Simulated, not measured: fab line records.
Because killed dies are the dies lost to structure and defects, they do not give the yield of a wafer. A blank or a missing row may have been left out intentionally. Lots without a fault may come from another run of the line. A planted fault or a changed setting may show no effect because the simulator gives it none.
Problem report, 8D (eight disciplines) form, completed by code / flow berkeley-cmos170 / the parts of the form that need people (team, actions taken, sign-off) are left out

## 1. THE ISSUE
Mean of beam-energy-keV at UCB170_NLDD_IMPLANT_08: 31.424 across 6 wafers in 2 lots; on wafers with no fault it is 30.001 (standard deviation 0.0098). That is +99 or more standard deviations from the usual mean.
First observed at day 8 05:02: wafer L656.2, on implanter-04. The record has a number at this step for 42 wafers belonging to 14 lots. Rule for "out" (also "out of limits"): further than 4 standard deviations from the usual mean. The rest of the wafers with a number are treated as sound.

## 2. WHAT IT IS; WHAT IT IS NOT
question=which readings at this step | is=beam-energy-keV | is not=beam-on-s
question=which lots | is=L656, L660 | is not=L648, L649, L650, L652, L653, L655, L662, L664, L667, L668, L669, L670
question=which wafers of those lots | is=all that have a number | is not=-
question=read on which tools | is=implanter-04 | is not=implanter-01, implanter-02
question=when | is=from day 8 05:02 | is not=up to then (15 sound wafers); but 21 sound wafers of L655, L662, L664, L667, L668, L669, L670 came after

## 3. SUSPECTS, AND WHAT RULES EACH OUT
Counting: any tool at a process step up to the reading is kept as a suspect provided that every lot that is out went through it and no sound lot did after the first of them.
- plasma-asher-01 at UCB170_GATE_STRIP_16 (strips in O2): ruled out as a lasting fault. Sound lots L662, L668, L669, L670 ran on it after its first lot that is out, L656 (day 8 00:32).
- implanter-04 at UCB170_NLDD_IMPLANT_08: kept. It processed each lot that is out, first L656 at day 8 05:02, and no sound lot thereafter; up to then, the last sound lot it processed was L652 at day 7 05:53. Out on those wafers are its own readings of beam-energy-keV.
Remaining after the count: implanter-04 at UCB170_NLDD_IMPLANT_08.

## 4. THE CAUSE (what the simulator had put in)
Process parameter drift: implanter-04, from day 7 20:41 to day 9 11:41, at UCB170_NLDD_IMPLANT_08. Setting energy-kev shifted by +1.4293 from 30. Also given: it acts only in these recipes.
After counting, this tool was the only one left.

## 5. THE CHAIN OF EFFECTS, in route order
Each row: a reading whose mean over the struck wafers that have a number lies more than 3 standard deviations from the usual. Readings are gone through only where the record gives a usual standard deviation; hours: the median, over the lots, of the time from a lot's start at the first step in this table giving one to that lot's start at this step; sigmas: the change measured in usual standard deviations.
hours=0; step=UCB170_NLDD_IMPLANT_08; reading=beam-energy-keV; usual=30.001; on struck wafers=31.424; change=+1.423; sigmas=+99 or more
hours=13; step=UCB170_SDANNEAL_RS_MEAS_05; reading=NLDD_RS; usual=616.0 ohm/sq; on struck wafers=612.0; change=-4.0; sigmas=-3.1
It contains these process steps:
- UCB170_NLDD_IMPLANT_08

## 6. HOW IT WOULD HAVE BEEN CAUGHT EARLIER
First out-of-limits reading in this record: day 8 05:02, which is 8 hours after fault onset at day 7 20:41.
